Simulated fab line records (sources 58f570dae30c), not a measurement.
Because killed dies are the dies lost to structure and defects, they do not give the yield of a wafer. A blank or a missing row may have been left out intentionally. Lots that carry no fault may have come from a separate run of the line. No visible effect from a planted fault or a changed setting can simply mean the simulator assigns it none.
Split-lot experiment / flow berkeley cmos170 / 5 lots, 13 wafers read, on a route of 331 steps

## ON THE SPLIT
At UCB170_M3_METAL_ETCH_18 (etches Al in Cl2/BCl3, stops on SiO2, target depth 1170 nm, time 195 s), the setting icp w was moved away from the recipe's 600 W on 4 of the 13 wafers read, by -7.6% to +9.1%. The other wafers ran this setting at the recipe's value.

Reading taken at the split's own step.

## THE READING
KrF_of_M3_COAT_10.thk nm (the simulator's own value, which no gauge read), in nm, at UCB170_M3_METAL_ETCH_18 (etches Al in Cl2/BCl3, stops on SiO2, target depth 1170 nm, time 195 s). No usual value for it is given in the file. Here, 9 wafers ran the recipe; their average is 210.7 nm with a standard deviation of 20 nm.

wafer=L074.4; tool, chamber at the split=rie metal-04, 1; icp w as run, W=651.6; against the recipe=+8.6%; KrF_of_M3_COAT_10.thk nm, nm=163.2; against lot-mates on the recipe=-72.1
wafer=L074.5; tool, chamber at the split=rie metal-04, 0; icp w as run, W=651.6; against the recipe=+8.6%; KrF_of_M3_COAT_10.thk nm, nm=192.9; against lot-mates on the recipe=-42.4
wafer=L074.6; tool, chamber at the split=rie metal-04, 1; icp w as run, W=600; against the recipe=recipe; KrF_of_M3_COAT_10.thk nm, nm=235.3; against lot-mates on the recipe=-
wafer=L077.2; tool, chamber at the split=rie metal-02, 1; icp w as run, W=600; against the recipe=recipe; KrF_of_M3_COAT_10.thk nm, nm=201.7; against lot-mates on the recipe=-
wafer=L077.5; tool, chamber at the split=rie metal-02, 1; icp w as run, W=654.7; against the recipe=+9.1%; KrF_of_M3_COAT_10.thk nm, nm=130.1; against lot-mates on the recipe=-71.6
wafer=L080.3; tool, chamber at the split=rie metal-02, 1; icp w as run, W=600; against the recipe=recipe; KrF_of_M3_COAT_10.thk nm, nm=209.1; against lot-mates on the recipe=-
wafer=L080.6; tool, chamber at the split=rie metal-02, 0; icp w as run, W=600; against the recipe=recipe; KrF_of_M3_COAT_10.thk nm, nm=188.9; against lot-mates on the recipe=-
wafer=L081.2; tool, chamber at the split=rie metal-04, 0; icp w as run, W=600; against the recipe=recipe; KrF_of_M3_COAT_10.thk nm, nm=219.3; against lot-mates on the recipe=-
wafer=L081.5; tool, chamber at the split=rie metal-04, 1; icp w as run, W=554.4; against the recipe=-7.6%; KrF_of_M3_COAT_10.thk nm, nm=292.7; against lot-mates on the recipe=+56.8
wafer=L081.6; tool, chamber at the split=rie metal-04, 0; icp w as run, W=600; against the recipe=recipe; KrF_of_M3_COAT_10.thk nm, nm=252.6; against lot-mates on the recipe=-
wafer=L082.2; tool, chamber at the split=rie metal-02, 0; icp w as run, W=600; against the recipe=recipe; KrF_of_M3_COAT_10.thk nm, nm=189.3; against lot-mates on the recipe=-
wafer=L082.4; tool, chamber at the split=rie metal-02, 0; icp w as run, W=600; against the recipe=recipe; KrF_of_M3_COAT_10.thk nm, nm=196; against lot-mates on the recipe=-
wafer=L082.5; tool, chamber at the split=rie metal-02, 1; icp w as run, W=600; against the recipe=recipe; KrF_of_M3_COAT_10.thk nm, nm=203.7; against lot-mates on the recipe=-

FIT RESULTS
A straight line over all 13 wafers: KrF_of_M3_COAT_10.thk nm changes by -6.98 nm for each +1% of icp w; r = -0.81; the points scatter about the line by 24 nm.
The same after taking each lot's own level away (the mean of its wafers on the recipe; 13 wafers): -7.19 nm for each +1%; r = -0.95; scatter 11 nm.
Per that fit: largest icp w move, reading shift of 66 nm.
Measured against the standard deviation above, the lots' own levels, which go from 196.33 to 235.95 nm, span 1.9 times it.
The two slopes are in agreement: the lot-to-lot level therefore moves the slope only a little.
Check: for one of the wafers moved furthest among these (+9.1%), held out of the fit, the line's prediction against its lot-mates is -62.3 nm. It came out at -71.6 nm against them.
Tool readings at the split's step, against how far the setting was moved: oes product au r = +0.04.

## THE WHOLE CHAIN: every reading that the file lists as answering this split, in the file's order
step=UCB170_M3_METAL_ETCH_18; what it does=etches Al in Cl2/BCl3, stops on SiO2, target depth 1170 nm, time 195 s; reading=SiO2_of_V2_CVD_00.thk nm (the simulator's own value, which no gauge read); change (the file's fit)=-0.483 nm for each +1% of the setting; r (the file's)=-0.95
step=UCB170_M3_METAL_ETCH_18; what it does=etches Al in Cl2/BCl3, stops on SiO2, target depth 1170 nm, time 195 s; reading=KrF_of_M3_COAT_10.thk nm (the simulator's own value, which no gauge read); change (the file's fit)=-7.28 nm for each +1% of the setting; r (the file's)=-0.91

## FILE'S OWN FIT
KrF_of_M3_COAT_10.thk nm changes by -7.28 nm for each +1% of icp w, r = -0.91.
